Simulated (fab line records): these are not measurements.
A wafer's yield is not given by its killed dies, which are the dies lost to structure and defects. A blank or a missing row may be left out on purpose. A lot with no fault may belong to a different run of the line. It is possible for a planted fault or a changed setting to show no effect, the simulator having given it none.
fab line records + flow berkeleyCmos170
record
- lots=5
- wafers=27
route steps=331 shown FIELD@94 SPACER@174 V1@254 M2@289 M3@327
startH: the number of hours between the record's first day and the start of the first shown wafer of the lot + waitH: hours from the lot's prior step to this one + " unchanged from the row above + L1.1+2: a row that stands for several wafers + - either no value or no given start + * or withheld: withheld + < > ~ a bound
route shown NAME@n: names a module that has steps shown in the file, with the first one's number in the route + usual: mean/standard deviation of fault-free wafers + same: alike in all rows + chamber/n: place in a boat + sites: the reading at each site + _std_site: the values' standard deviation + _edge_site: outer sites' mean less inner sites' + radiusMm: how far each site lies from the wafer's centre + mask NAME#n: copy n + behind: tool/chamber where the wafer was last shaped + hold: cause of the lot's hold/its duration in hours/its outcome + device: transistor that didn't switch, given as n, p or np + end of line: tests run on the same wafers once the route is complete + a step given without rows: its recipe and nothing more + killed: dies that structure and defects cost at the first sort, which is not the same as the wafer's yield + map: dies across one wafer; x = killed, . = not, _ = none there
set.NAME: the run value of the setting; set.NAME@STEP: its run value at that earlier step + model.NAME: the simulator's own value behind a step, which no gauge read
lots with deliberately changed settings; one table per step, one row per wafer
## steps
# step UCB170_FIELD_WET_ETCH_05
# recipe
- chemistry=H3PO4
- target=Si3N4
- tempC=160
- timeS=12600
| lot.wafer | tool        | chamber | startH | waitH | set.timeS | model.SiO2_of_FIELD_OXIDATION_01.thkNm |
|-----------|-------------|---------|--------|-------|-----------|----------------------------------------|
| L076.1    | -           | -       | -      | 0.0   | 15020     | 494.9                                  |
| L076.2    | "           | -       | "      | "     | 15020     | 487.8                                  |
| L076.3    | "           | -       | "      | "     | 15020     | 484.9                                  |
| L076.4    | "           | -       | "      | "     | 15020     | 484.4                                  |
| L076.5    | "           | -       | "      | "     | 15020     | 488.1                                  |
| L076.6    | "           | -       | "      | "     | 15020     | 488.5                                  |
| L078.2    | wetBench-03 | 3       | 130.54 | 0.0   | 12600     | 477.4                                  |
| L078.3    | "           | 3       | "      | "     | 12600     | 469.1                                  |
| L078.5    | "           | 3       | "      | "     | 12600     | 474.6                                  |
| L081.1    | -           | -       | -      | 0.0   | 19650     | 472.4                                  |
| L081.2    | "           | -       | "      | "     | 19650     | 476.5                                  |
| L081.3    | "           | -       | "      | "     | 19650     | 472.1                                  |
| L081.4    | "           | -       | "      | "     | 19650     | 467.8                                  |
| L081.5    | "           | -       | "      | "     | 19650     | 463                                    |
| L081.6    | "           | -       | "      | "     | 19650     | 470.2                                  |
| L082.1    | -           | -       | -      | 0.0   | 12600     | 486.7                                  |
| L082.2    | "           | -       | "      | "     | 12600     | 497.8                                  |
| L082.3    | "           | -       | "      | "     | 12600     | 495.9                                  |
| L082.4    | "           | -       | "      | "     | 12600     | 507.8                                  |
| L082.5    | "           | -       | "      | "     | 12600     | 507.3                                  |
| L082.6    | "           | -       | "      | "     | 12600     | 496.5                                  |
| L084.1    | -           | -       | -      | 0.0   | 7346      | 526                                    |
| L084.2    | "           | -       | "      | "     | 7346      | 522                                    |
| L084.3    | "           | -       | "      | "     | 7346      | 524.2                                  |
| L084.4    | "           | -       | "      | "     | 7346      | 532.3                                  |
| L084.5    | "           | -       | "      | "     | 7346      | 518.1                                  |
| L084.6    | "           | -       | "      | "     | 7346      | 519                                    |
# step UCB170_SPACER_ETCHBACK_03
# recipe
- stopOn=Si
- target=SiO2
- chemistry=CHF3/CF4/Ar
- CHF3_flow_sccm=50
- cf4FlowSccm=10
- Ar_flow_sccm=120
- pressureMtorr=200
- rfW=500
- targetDepthA=3760
- timeS=100
# usual
- oesProductAu=0.890/0.016
| lot.wafer | tool       | chamber | startH | waitH | set.timeS | oesProductAu | model.etch.depthNm |
|-----------|------------|---------|--------|-------|-----------|--------------|--------------------|
| L076.1    | rieDiel-04 | 1       | 174.50 | 0.0   | 100       | 0.915        | 376.6              |
| L076.2    | "          | 0       | "      | "     | 100       | 0.895        | 374.9              |
| L076.3    | "          | 2       | "      | "     | 100       | 0.890        | 369.3              |
| L076.4    | "          | 3       | "      | "     | 100       | 0.911        | 380.4              |
| L076.5    | "          | 2       | "      | "     | 100       | 0.903        | 382.6              |
| L076.6    | "          | 1       | "      | "     | 100       | 0.920        | 378.2              |
| L078.2    | rieDiel-02 | 0       | 186.21 | 0.0   | 100       | 0.890        | 371.5              |
| L078.3    | "          | 1       | "      | "     | 100       | 0.891        | 376.4              |
| L078.5    | "          | 3       | "      | "     | 100       | 0.893        | 376.2              |
| L081.1    | rieDiel-01 | 3       | 205.14 | 0.0   | 100       | 0.881        | 369.8              |
| L081.2    | "          | 1       | "      | "     | 100       | 0.876        | 373.9              |
| L081.3    | "          | 2       | "      | "     | 100       | 0.885        | 368.4              |
| L081.4    | "          | 2       | "      | "     | 100       | 0.881        | 374.1              |
| L081.5    | "          | 3       | "      | "     | 100       | 0.880        | 372.6              |
| L081.6    | "          | 1       | "      | "     | 100       | 0.878        | 378.4              |
| L082.1    | rieDiel-01 | 1       | 217.71 | 0.1   | 100       | 0.870        | 376.5              |
| L082.2    | "          | 3       | "      | "     | 49.79     | 0.996        | 217                |
| L082.3    | "          | 2       | "      | "     | 100       | 0.883        | 371.3              |
| L082.4    | "          | 0       | "      | "     | 100       | 0.887        | 384.4              |
| L082.5    | "          | 2       | "      | "     | 49.79     | 0.987        | 214.1              |
| L082.6    | "          | 1       | "      | "     | 49.79     | 0.956        | 212.5              |
| L084.1    | rieDiel-02 | 3       | 217.71 | 0.1   | 100       | 0.894        | 379.1              |
| L084.2    | "          | 0       | "      | "     | 100       | 0.903        | 379.9              |
| L084.3    | "          | 2       | "      | "     | 72.66     | 0.982        | 313.1              |
| L084.4    | "          | 1       | "      | "     | 72.66     | 0.990        | 310.3              |
| L084.5    | "          | 1       | "      | "     | 100       | 0.903        | 379.6              |
| L084.6    | "          | 0       | "      | "     | 72.66     | 1.000        | 315.7              |
# step UCB170_V1_CVD_00
# recipe
- material=SiO2
- targetThkNm=2000
- tempC=390
- precursor=TEOS/O2
- timeS=250
- rfW=550
- pressureMtorr=9000
| lot.wafer | tool     | chamber | startH | waitH | set.timeS | model.SiO2_of_V1_CVD_00.thkNm |
|-----------|----------|---------|--------|-------|-----------|-------------------------------|
| L076.1    | pecvd-02 | 0       | 187.72 | 0.0   | 392.4     | 3108                          |
| L076.2    | "        | 2       | "      | "     | 250       | 1978                          |
| L076.3    | "        | 1       | "      | "     | 250       | 1972                          |
| L076.4    | "        | 0       | "      | "     | 392.4     | 3181                          |
| L076.5    | "        | 2       | "      | "     | 250       | 2004                          |
| L076.6    | "        | 1       | "      | "     | 392.4     | 3149                          |
| L078.2    | pecvd-01 | 1       | 202.85 | 0.0   | 250       | 1974                          |
| L078.3    | "        | 0       | "      | "     | 250       | 1940                          |
| L078.5    | "        | 2       | "      | "     | 250       | 1976                          |
| L081.1    | pecvd-03 | 0       | 220.61 | 0.0   | 287.7     | 2288                          |
| L081.2    | "        | 1       | "      | "     | 287.7     | 2300                          |
| L081.3    | "        | 2       | "      | "     | 250       | 2002                          |
| L081.4    | "        | 0       | "      | "     | 287.7     | 2329                          |
| L081.5    | "        | 2       | "      | "     | 250       | 2017                          |
| L081.6    | "        | 1       | "      | "     | 250       | 2004                          |
| L082.1    | pecvd-02 | 1       | 235.05 | 0.0   | 250       | 1989                          |
| L082.2    | "        | 2       | "      | "     | 294.4     | 2335                          |
| L082.3    | "        | 0       | "      | "     | 250       | 2019                          |
| L082.4    | "        | 2       | "      | "     | 294.4     | 2376                          |
| L082.5    | "        | 0       | "      | "     | 250       | 2049                          |
| L082.6    | "        | 1       | "      | "     | 294.4     | 2368                          |
| L084.1    | pecvd-01 | 0       | 235.05 | 0.0   | 349.1     | 2751                          |
| L084.2    | "        | 2       | "      | "     | 250       | 1983                          |
| L084.3    | "        | 1       | "      | "     | 349.1     | 2777                          |
| L084.4+5  | "        | 2,1     | "      | "     | 250       | 2007                          |
| L084.6    | "        | 0       | "      | "     | 349.1     | 2810                          |
# step UCB170_V1_THK_MEAS_01
# recipe
- reads=SiO2_of_V1_CVD_00
# usual
- V1_TEOS_THK=2000/24
| lot.wafer | tool         | chamber | startH | waitH | set.timeS@V1_CVD_00 | V1_TEOS_THK[nm] |
|-----------|--------------|---------|--------|-------|---------------------|-----------------|
| L076.1    | filmMetro-02 | -       | 187.88 | 0.1   | 392.4               | 3107            |
| L076.2    | "            | -       | "      | "     | 250                 | 1977            |
| L076.3    | "            | -       | "      | "     | 250                 | 1970            |
| L076.4    | "            | -       | "      | "     | 392.4               | 3181            |
| L076.5    | "            | -       | "      | "     | 250                 | 2004            |
| L076.6    | "            | -       | "      | "     | 392.4               | 3148            |
| L078.2    | filmMetro-04 | -       | 203.02 | 0.1   | 250                 | 1974            |
| L078.3    | "            | -       | "      | "     | 250                 | 1940            |
| L078.5    | "            | -       | "      | "     | 250                 | 1975            |
| L081.1    | filmMetro-03 | -       | 220.76 | 0.1   | 287.7               | 2286            |
| L081.2    | "            | -       | "      | "     | 287.7               | 2301            |
| L081.3    | "            | -       | "      | "     | 250                 | 2001            |
| L081.4    | "            | -       | "      | "     | 287.7               | 2328            |
| L081.5    | "            | -       | "      | "     | 250                 | 2016            |
| L081.6    | "            | -       | "      | "     | 250                 | 2005            |
| L084.1    | filmMetro-04 | -       | 235.25 | 0.1   | 349.1               | 2752            |
| L084.2    | "            | -       | "      | "     | 250                 | 1984            |
| L084.3    | "            | -       | "      | "     | 349.1               | 2777            |
| L084.4    | "            | -       | "      | "     | 250                 | 2008            |
| L084.5    | "            | -       | "      | "     | 250                 | 2008            |
| L084.6    | "            | -       | "      | "     | 349.1               | 2810            |
| L082.1    | filmMetro-02 | -       | 235.27 | 0.1   | 250                 | 1987            |
| L082.2    | "            | -       | "      | "     | 294.4               | 2334            |
| L082.3    | "            | -       | "      | "     | 250                 | 2018            |
| L082.4    | "            | -       | "      | "     | 294.4               | 2377            |
| L082.5    | "            | -       | "      | "     | 250                 | 2051            |
| L082.6    | "            | -       | "      | "     | 294.4               | 2368            |
# step UCB170_M2_METAL_ETCH_18
# recipe
- chemistry=Cl2/BCl3
- target=Al
- stopOn=SiO2
- pressureMtorr=12
- targetDepthA=11700
- overEtchFrac=0.3
- timeS=195
- icpW=600
- biasW=120
- Cl2_flow_sccm=90
- bcl3FlowSccm=45
# usual
- oesProductAu=0.844/0.012
| lot.wafer | tool        | chamber | startH | waitH | set.timeS | oesProductAu | model.M2.featureDepthNm | model.etch.depthNm | model.KrF_of_M2_COAT_10.thkNm |
|-----------|-------------|---------|--------|-------|-----------|--------------|-------------------------|--------------------|-------------------------------|
| L076.1    | rieMetal-01 | 1       | 193.22 | -     | 275.8     | 0.822        | 980.7                   | 897.2              | 0                             |
| L076.2    | "           | 1       | "      | "     | 275.8     | 0.845        | 979.6                   | 896.2              | 0                             |
| L076.3    | "           | 1       | "      | "     | 195       | 0.843        | 948.4                   | 892.5              | 216.2                         |
| L076.4    | "           | 1       | "      | "     | 195       | 0.846        | 941.7                   | 885.9              | 217.1                         |
| L076.5    | "           | 1       | "      | "     | 195       | 0.837        | 952.2                   | 896.2              | 216.1                         |
| L076.6    | "           | 1       | "      | "     | 275.8     | 0.821        | 972.2                   | 888.8              | 0                             |
| L078.2    | rieMetal-04 | 0       | 212.52 | -     | 195       | 0.829        | 954.5                   | 900.1              | 225.8                         |
| L078.3    | "           | 1       | "      | "     | 195       | 0.827        | 952.6                   | 898.2              | 225.7                         |
| L078.5    | "           | 0       | "      | "     | 195       | 0.831        | 957.5                   | 902.5              | 219.5                         |
| L081.1    | rieMetal-04 | 0       | 225.43 | -     | 195       | 0.822        | 960.3                   | 905.1              | 221.1                         |
| L081.2    | "           | 1       | "      | "     | 195       | 0.831        | 963.4                   | 907.7              | 214.6                         |
| L081.3    | "           | 0       | "      | "     | 195       | 0.840        | 960                     | 904.5              | 217.5                         |
| L081.4    | "           | 1       | "      | "     | 195       | 0.834        | 966.5                   | 910.6              | 209.5                         |
| L081.5    | "           | 0       | "      | "     | 195       | 0.838        | 966.9                   | 911.3              | 214.2                         |
| L081.6    | "           | 1       | "      | "     | 195       | 0.830        | 965.4                   | 909.6              | 214.2                         |
| L084.1    | rieMetal-04 | 0       | 241.33 | -     | 195       | 0.838        | 965.1                   | 910.2              | 217.6                         |
| L084.2    | "           | 1       | "      | "     | 140.5     | 0.961        | 830.6                   | 830.6              | 402.2                         |
| L084.3    | "           | 0       | "      | "     | 195       | 0.836        | 958.7                   | 904.3              | 225.6                         |
| L084.4    | "           | 1       | "      | "     | 195       | 0.826        | 964.1                   | 908.7              | 212.1                         |
| L084.5    | "           | 0       | "      | "     | 140.5     | 0.955        | 823.3                   | 823.3              | 407.6                         |
| L084.6    | "           | 1       | "      | "     | 140.5     | 0.947        | 828.8                   | 828.8              | 402.4                         |
| L082.1    | rieMetal-01 | 1       | 241.60 | -     | 195       | 0.854        | 973.1                   | 917.6              | 223.8                         |
| L082.2    | "           | 1       | "      | "     | 195       | 0.865        | 975.9                   | 920.1              | 219.6                         |
| L082.3    | "           | 1       | "      | "     | 195       | 0.858        | 972.7                   | 916.8              | 215.9                         |
| L082.4    | "           | 1       | "      | "     | 127.9     | 0.989        | 757.5                   | 757.5              | 451                           |
| L082.5    | "           | 1       | "      | "     | 127.9     | 0.989        | 760.6                   | 760.6              | 451.2                         |
| L082.6    | "           | 1       | "      | "     | 127.9     | 0.991        | 763.8                   | 763.8              | 446.7                         |
# step UCB170_M2_STRIP_19
# recipe
- chemistry=O2
- powerW=400
- pressureMtorr=3500
- platenTempC=withheld
- o2FlowSccm=400
- overashFraction=0.5
# usual
- oesProductAu=0.545/0.0088
| lot.wafer | tool           | chamber | startH | waitH | set.timeS@M2_METAL_ETCH_18 | oesProductAu |
|-----------|----------------|---------|--------|-------|----------------------------|--------------|
| L076.1    | plasmaAsher-02 | 0       | 193.60 | 0.3   | 275.8                      | 0.314        |
| L076.2    | "              | 1       | "      | "     | 275.8                      | 0.310        |
| L076.3    | "              | 1       | "      | "     | 195                        | 0.555        |
| L076.4    | "              | 0       | "      | "     | 195                        | 0.544        |
| L076.5    | "              | 0       | "      | "     | 195                        | 0.546        |
| L076.6    | "              | 1       | "      | "     | 275.8                      | 0.315        |
| L078.2    | plasmaAsher-01 | 0       | 212.70 | 0.1   | 195                        | 0.552        |
| L078.3    | "              | 0       | "      | "     | 195                        | 0.563        |
| L078.5    | "              | 0       | "      | "     | 195                        | 0.548        |
| L081.1    | plasmaAsher-01 | 1       | 225.62 | 0.1   | 195                        | 0.550        |
| L081.2    | "              | 0       | "      | "     | 195                        | 0.549        |
| L081.3    | "              | 0       | "      | "     | 195                        | 0.550        |
| L081.4    | "              | 1       | "      | "     | 195                        | 0.539        |
| L081.5    | "              | 0       | "      | "     | 195                        | 0.550        |
| L081.6    | "              | 1       | "      | "     | 195                        | 0.541        |
| L084.1    | plasmaAsher-04 | 0       | 241.52 | 0.1   | 195                        | 0.550        |
| L084.2    | "              | 1       | "      | "     | 140.5                      | 0.719        |
| L084.3    | "              | 1       | "      | "     | 195                        | 0.558        |
| L084.4    | "              | 0       | "      | "     | 195                        | 0.546        |
| L084.5    | "              | 0       | "      | "     | 140.5                      | 0.725        |
| L084.6    | "              | 1       | "      | "     | 140.5                      | 0.713        |
| L082.1    | plasmaAsher-01 | 0       | 241.97 | 0.3   | 195                        | 0.556        |
| L082.2    | "              | 1       | "      | "     | 195                        | 0.548        |
| L082.3    | "              | 1       | "      | "     | 195                        | 0.555        |
| L082.4    | "              | 0       | "      | "     | 127.9                      | 0.724        |
| L082.5    | "              | 1       | "      | "     | 127.9                      | 0.720        |
| L082.6    | "              | 0       | "      | "     | 127.9                      | 0.721        |
# step UCB170_M2_CD_MEAS_90
# recipe
- targetCdNm=700
# usual
- cdNm=700/3.2
| lot.wafer | tool     | chamber | startH | waitH | set.timeS@M2_METAL_ETCH_18 | cdNm |
|-----------|----------|---------|--------|-------|----------------------------|------|
| L076.1    | cdSem-01 | -       | 193.70 | 0.1   | 275.8                      | 682  |
| L076.2    | "        | -       | "      | "     | 275.8                      | 682  |
| L076.3    | "        | -       | "      | "     | 195                        | 703  |
| L076.4    | "        | -       | "      | "     | 195                        | 703  |
| L076.5    | "        | -       | "      | "     | 195                        | 700  |
| L076.6    | "        | -       | "      | "     | 275.8                      | 682  |
| L078.2    | cdSem-01 | -       | 212.82 | 0.1   | 195                        | 699  |
| L078.3    | "        | -       | "      | "     | 195                        | 704  |
| L078.5    | "        | -       | "      | "     | 195                        | 695  |
| L081.1    | cdSem-01 | -       | 225.72 | 0.1   | 195                        | 700  |
| L081.2    | "        | -       | "      | "     | 195                        | 707  |
| L081.3    | "        | -       | "      | "     | 195                        | 695  |
| L081.4    | "        | -       | "      | "     | 195                        | 704  |
| L081.5    | "        | -       | "      | "     | 195                        | 700  |
| L081.6    | "        | -       | "      | "     | 195                        | 705  |
| L084.1    | cdSem-01 | -       | 241.62 | 0.1   | 195                        | 699  |
| L084.2    | "        | -       | "      | "     | 140.5                      | 718  |
| L084.3    | "        | -       | "      | "     | 195                        | 700  |
| L084.4    | "        | -       | "      | "     | 195                        | 705  |
| L084.5    | "        | -       | "      | "     | 140.5                      | 714  |
| L084.6    | "        | -       | "      | "     | 140.5                      | 721  |
| L082.1    | cdSem-01 | -       | 242.07 | 0.1   | 195                        | 700  |
| L082.2    | "        | -       | "      | "     | 195                        | 700  |
| L082.3    | "        | -       | "      | "     | 195                        | 704  |
| L082.4    | "        | -       | "      | "     | 127.9                      | 716  |
| L082.5    | "        | -       | "      | "     | 127.9                      | 717  |
| L082.6    | "        | -       | "      | "     | 127.9                      | 716  |
# step UCB170_M3_METAL_ETCH_18
# recipe
- chemistry=Cl2/BCl3
- target=Al
- stopOn=SiO2
- pressureMtorr=12
- targetDepthA=11700
- overEtchFrac=0.3
- timeS=195
- icpW=600
- biasW=120
- Cl2_flow_sccm=90
- bcl3FlowSccm=45
# usual
- oesProductAu=0.843/0.017
| lot.wafer | tool        | chamber | startH | waitH | set.targetDepthA | oesProductAu | model.KrF_of_M3_COAT_10.thkNm | model.M3.featureDepthNm | model.SiO2_of_V2_CVD_00.thkNm |
|-----------|-------------|---------|--------|-------|------------------|--------------|-------------------------------|-------------------------|-------------------------------|
| L076.1    | rieMetal-04 | 0       | 200.14 | -     | 13520            | 0.773        | 115.7                         | 971.9                   | 928.4                         |
| L076.2    | "           | 1       | "      | "     | 11700            | 0.823        | 223.6                         | 946.8                   | 940.1                         |
| L076.3    | "           | 1       | "      | "     | 11700            | 0.818        | 215.9                         | 951.5                   | 939.3                         |
| L076.4    | "           | 0       | "      | "     | 11700            | 0.829        | 221.5                         | 951.1                   | 940.1                         |
| L076.5    | "           | 0       | "      | "     | 13520            | 0.757        | 123.1                         | 961.5                   | 929.3                         |
| L076.6    | "           | 1       | "      | "     | 13520            | 0.761        | 113.3                         | 963                     | 928.6                         |
| L078.2    | rieMetal-04 | 1       | 217.55 | -     | 11700            | 0.816        | 221.6                         | 960.3                   | 939.5                         |
| L078.3    | "           | 1       | "      | "     | 11700            | 0.832        | 215.6                         | 964.6                   | 938.7                         |
| L078.5    | "           | 0       | "      | "     | 11700            | 0.824        | 222.6                         | 959                     | 939.8                         |
| L081.1    | rieMetal-04 | 1       | 232.01 | -     | 11700            | 0.827        | 215.9                         | 959.2                   | 937.7                         |
| L081.2    | "           | 0       | "      | "     | 11700            | 0.830        | 219.3                         | 953.5                   | 939.5                         |
| L081.3    | "           | 1       | "      | "     | 11700            | 0.828        | 216.9                         | 957.2                   | 939.3                         |
| L081.4    | "           | 0       | "      | "     | 11700            | 0.837        | 217.7                         | 961.5                   | 938.1                         |
| L081.5    | "           | 1       | "      | "     | 11700            | 0.824        | 215.7                         | 955.2                   | 938.2                         |
| L081.6    | "           | 0       | "      | "     | 11700            | 0.824        | 221.4                         | 948.2                   | 938.9                         |
| L082.1    | rieMetal-02 | 1       | 249.91 | -     | 18700            | 0.669        | 0                             | 1001                    | 897.2                         |
| L082.2    | "           | 0       | "      | "     | 11700            | 0.866        | 189.3                         | 947.4                   | 938                           |
| L082.3    | "           | 1       | "      | "     | 11700            | 0.842        | 200.4                         | 954.4                   | 938.7                         |
| L082.4    | "           | 0       | "      | "     | 11700            | 0.874        | 196                           | 963.2                   | 938.2                         |
| L082.5    | "           | 1       | "      | "     | 18700            | 0.672        | 0                             | 998.4                   | 897.5                         |
| L082.6    | "           | 0       | "      | "     | 18700            | 0.692        | 0                             | 1007                    | 898.2                         |
| L084.1    | rieMetal-04 | 0       | 250.14 | -     | 11700            | 0.834        | 221.9                         | 950.3                   | 939.7                         |
| L084.2    | "           | 1       | "      | "     | 15150            | 0.730        | 33.44                         | 965                     | 920.5                         |
| L084.3    | "           | 1       | "      | "     | 11700            | 0.819        | 212.7                         | 943.7                   | 939.7                         |
| L084.4    | "           | 0       | "      | "     | 15150            | 0.731        | 25.34                         | 962.5                   | 919.7                         |
| L084.5    | "           | 0       | "      | "     | 11700            | 0.821        | 217                           | 935.6                   | 940.2                         |
| L084.6    | "           | 1       | "      | "     | 15150            | 0.718        | 23.43                         | 960.2                   | 919.3                         |
# step UCB170_M3_STRIP_19
# recipe
- chemistry=O2
- powerW=400
- pressureMtorr=3500
- platenTempC=withheld
- o2FlowSccm=400
- overashFraction=0.5
# usual
- oesProductAu=0.542/0.012
| lot.wafer | tool           | chamber | startH | waitH | set.targetDepthA@M3_METAL_ETCH_18 | oesProductAu |
|-----------|----------------|---------|--------|-------|-----------------------------------|--------------|
| L076.1    | plasmaAsher-01 | 1       | 200.33 | 0.1   | 13520                             | 0.441        |
| L076.2    | "              | 0       | "      | "     | 11700                             | 0.554        |
| L076.3    | "              | 1       | "      | "     | 11700                             | 0.548        |
| L076.4    | "              | 0       | "      | "     | 11700                             | 0.548        |
| L076.5    | "              | 0       | "      | "     | 13520                             | 0.451        |
| L076.6    | "              | 1       | "      | "     | 13520                             | 0.444        |
| L078.2    | plasmaAsher-02 | 1       | 217.73 | 0.1   | 11700                             | 0.552        |
| L078.3    | "              | 0       | "      | "     | 11700                             | 0.544        |
| L078.5    | "              | 1       | "      | "     | 11700                             | 0.552        |
| L081.1    | plasmaAsher-01 | 0       | 232.20 | 0.1   | 11700                             | 0.545        |
| L081.2    | "              | 1       | "      | "     | 11700                             | 0.561        |
| L081.3    | "              | 1       | "      | "     | 11700                             | 0.545        |
| L081.4    | "              | 0       | "      | "     | 11700                             | 0.542        |
| L081.5    | "              | 1       | "      | "     | 11700                             | 0.548        |
| L081.6    | "              | 0       | "      | "     | 11700                             | 0.557        |
| L082.1    | plasmaAsher-02 | 1       | 250.10 | 0.1   | 18700                             | 0.317        |
| L082.2    | "              | 0       | "      | "     | 11700                             | 0.522        |
| L082.3    | "              | 0       | "      | "     | 11700                             | 0.532        |
| L082.4    | "              | 1       | "      | "     | 11700                             | 0.529        |
| L082.5    | "              | 0       | "      | "     | 18700                             | 0.317        |
| L082.6    | "              | 1       | "      | "     | 18700                             | 0.321        |
| L084.1    | plasmaAsher-02 | 0       | 250.33 | 0.1   | 11700                             | 0.544        |
| L084.2    | "              | 1       | "      | "     | 15150                             | 0.357        |
| L084.3    | "              | 0       | "      | "     | 11700                             | 0.535        |
| L084.4    | "              | 1       | "      | "     | 15150                             | 0.342        |
| L084.5    | "              | 1       | "      | "     | 11700                             | 0.556        |
| L084.6    | "              | 0       | "      | "     | 15150                             | 0.337        |
# step UCB170_M3_CD_MEAS_90
# recipe
- targetCdNm=700
# usual
- cdNm=699.5/2.2
| lot.wafer | tool     | chamber | startH | waitH | set.targetDepthA@M3_METAL_ETCH_18 | cdNm  |
|-----------|----------|---------|--------|-------|-----------------------------------|-------|
| L076.1    | cdSem-02 | -       | 200.43 | 0.1   | 13520                             | 694.5 |
| L076.2    | "        | -       | "      | "     | 11700                             | 701.7 |
| L076.3    | "        | -       | "      | "     | 11700                             | 702.4 |
| L076.4    | "        | -       | "      | "     | 11700                             | 700.5 |
| L076.5    | "        | -       | "      | "     | 13520                             | 692.8 |
| L076.6    | "        | -       | "      | "     | 13520                             | 692.7 |
| L078.2    | cdSem-01 | -       | 217.95 | 0.2   | 11700                             | 699.0 |
| L078.3    | "        | -       | "      | "     | 11700                             | 700.1 |
| L078.5    | "        | -       | "      | "     | 11700                             | 699.7 |
| L081.1    | cdSem-01 | -       | 232.30 | 0.1   | 11700                             | 699.8 |
| L081.2    | "        | -       | "      | "     | 11700                             | 700.7 |
| L081.3    | "        | -       | "      | "     | 11700                             | 699.7 |
| L081.4    | "        | -       | "      | "     | 11700                             | 699.4 |
| L081.5    | "        | -       | "      | "     | 11700                             | 701.4 |
| L081.6    | "        | -       | "      | "     | 11700                             | 699.1 |
| L082.1    | cdSem-02 | -       | 250.20 | 0.1   | 18700                             | 669.9 |
| L082.2    | "        | -       | "      | "     | 11700                             | 700.2 |
| L082.3    | "        | -       | "      | "     | 11700                             | 698.0 |
| L082.4    | "        | -       | "      | "     | 11700                             | 694.1 |
| L082.5    | "        | -       | "      | "     | 18700                             | 669.2 |
| L082.6    | "        | -       | "      | "     | 18700                             | 668.8 |
| L084.1    | cdSem-01 | -       | 250.43 | 0.1   | 11700                             | 699.5 |
| L084.2    | "        | -       | "      | "     | 15150                             | 684.1 |
| L084.3    | "        | -       | "      | "     | 11700                             | 703.0 |
| L084.4    | "        | -       | "      | "     | 15150                             | 687.5 |
| L084.5    | "        | -       | "      | "     | 11700                             | 701.3 |
| L084.6    | "        | -       | "      | "     | 15150                             | 684.3 |
## key
split
- step=UCB170_FIELD_WET_ETCH_05
- setting=timeS
- stated=12600
- by=lot
response
- step=UCB170_FIELD_WET_ETCH_05
- reading=model.SiO2_of_FIELD_OXIDATION_01.thkNm
- change=-0.528
- per=1%
- r=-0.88
split
- step=UCB170_SPACER_ETCHBACK_03
- setting=timeS
- stated=100
- by=wafer
response
- step=UCB170_SPACER_ETCHBACK_03
- reading=oesProductAu
- change=-0.00229
- per=1%
- r=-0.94
response
- step=UCB170_SPACER_ETCHBACK_03
- reading=model.etch.depthNm
- change=+3.06
- per=1%
- r=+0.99
split
- step=UCB170_V1_CVD_00
- setting=timeS
- stated=250
- by=wafer
response
- step=UCB170_V1_CVD_00
- reading=model.SiO2_of_V1_CVD_00.thkNm
- change=+20.1
- per=1%
- r=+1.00
response
- step=UCB170_V1_THK_MEAS_01
- reading=V1_TEOS_THK
- change=+20.1
- per=1%
- r=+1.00
split
- step=UCB170_M2_METAL_ETCH_18
- setting=timeS
- stated=195
- by=wafer
response
- step=UCB170_M2_METAL_ETCH_18
- reading=oesProductAu
- shape=bent
- atLowest=0.989
- atStated=0.838
- atHighest=0.829
response
- step=UCB170_M2_METAL_ETCH_18
- reading=model.M2.featureDepthNm
- shape=bent
- atLowest=760.7
- atStated=961.1
- atHighest=977.5
response
- step=UCB170_M2_METAL_ETCH_18
- reading=model.etch.depthNm
- shape=bent
- atLowest=760.7
- atStated=905.7
- atHighest=894
response
- step=UCB170_M2_METAL_ETCH_18
- reading=model.KrF_of_M2_COAT_10.thkNm
- change=-5.99
- per=1%
- r=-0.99
response
- step=UCB170_M2_STRIP_19
- reading=oesProductAu
- change=-0.0055
- per=1%
- r=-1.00
response
- step=UCB170_M2_CD_MEAS_90
- reading=cdNm
- change=-0.489
- per=1%
- r=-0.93
split
- step=UCB170_M3_METAL_ETCH_18
- setting=targetDepthA
- stated=11700
- by=wafer
response
- step=UCB170_M3_METAL_ETCH_18
- reading=oesProductAu
- change=-0.00315
- per=1%
- r=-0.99
response
- step=UCB170_M3_METAL_ETCH_18
- reading=model.KrF_of_M3_COAT_10.thkNm
- change=-4.02
- per=1%
- r=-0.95
response
- step=UCB170_M3_METAL_ETCH_18
- reading=model.M3.featureDepthNm
- change=+0.777
- per=1%
- r=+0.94
response
- step=UCB170_M3_METAL_ETCH_18
- reading=model.SiO2_of_V2_CVD_00.thkNm
- change=-0.681
- per=1%
- r=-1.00
response
- step=UCB170_M3_STRIP_19
- reading=oesProductAu
- change=-0.00427
- per=1%
- r=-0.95
response
- step=UCB170_M3_CD_MEAS_90
- reading=cdNm
- change=-0.486
- per=1%
- r=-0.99
